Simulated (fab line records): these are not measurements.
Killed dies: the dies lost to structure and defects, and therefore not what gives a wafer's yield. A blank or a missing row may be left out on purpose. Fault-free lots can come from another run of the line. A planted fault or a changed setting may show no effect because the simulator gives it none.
Problem report in the 8D (eight disciplines) form, filled by code	flow rit cmos	the parts of the form that need people (team, actions taken, sign-off) are left out

1. WHAT WENT WRONG
Mean of spin speed rpm at RIT_NLDD_COAT_01: 2160.1 rpm across 6 wafers in 2 lots; on wafers with no fault it is 3249.5 rpm (standard deviation 2.1). So: -99 or more standard deviations from the usual mean.
The step: resist thk 1000 nm.
First observed at day 7 01:20: wafer L756.4, on litho track-03. The record holds 42 wafers of 14 lots with a number at this step. Rule for "out", or "out of limits": more than 4 standard deviations from the usual mean. Any other wafer with a number is counted as sound.

2. WHAT IT IS, WHAT IT ISN'T
question	is	is not
which readings at this step	spin speed rpm	exhaust pa
which lots	L756, L758	L736, L737, L738, L739, L740, L743, L744, L745, L748, L749, L750, L751
which wafers of those lots	all that have a number	-
read on which tools	litho track-03	litho track-02, litho track-04
when	from day 7 01:20	up to then (36 sound wafers)

3. THE SUSPECTS, EACH WITH WHAT RULES IT OUT
Counting: a tool at any process step up to the reading remains a suspect when it ran all the lots that are out and ran no sound lot after the first of those.
- litho track-03 at RIT_NLDD_COAT_01 (resist thk 1000 nm): kept. It processed each lot that is out, first L756 at day 7 01:20, and no sound lot thereafter; up to then, the last sound lot it processed was L751 at day 6 03:53. Out on those wafers are its own readings of spin speed rpm.
Left after counting: litho track-03 at RIT_NLDD_COAT_01.

4. THE CAUSE (what the simulator had put in)
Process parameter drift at RIT_NLDD_COAT_01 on litho track-03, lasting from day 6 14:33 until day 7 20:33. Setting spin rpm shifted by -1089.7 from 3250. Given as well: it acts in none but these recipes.
The count eliminated every tool but this one.

5. SEQUENCE OF EFFECTS, ordered by route
Each row: a reading whose mean over the struck wafers that have a number lies more than 3 standard deviations from the usual. Readings are gone through only where the record gives a usual standard deviation; hours: the median, over the lots, of the time from a lot's start at the first step in this table giving one to that lot's start at this step; sigmas: the change measured in usual standard deviations.
hours	step	reading	usual	on struck wafers	change	sigmas
0	RIT_NLDD_COAT_01	spin speed rpm	3249.5 rpm	2160.1	-1089.4	-99 or more
Here are the process steps it includes:
- RIT_NLDD_COAT_01: resist thk 1000 nm.

6. WHAT WOULD HAVE CAUGHT IT SOONER
The fault began at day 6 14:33; the first out-of-limits reading in this record came at day 7 01:20, 11 hours later.
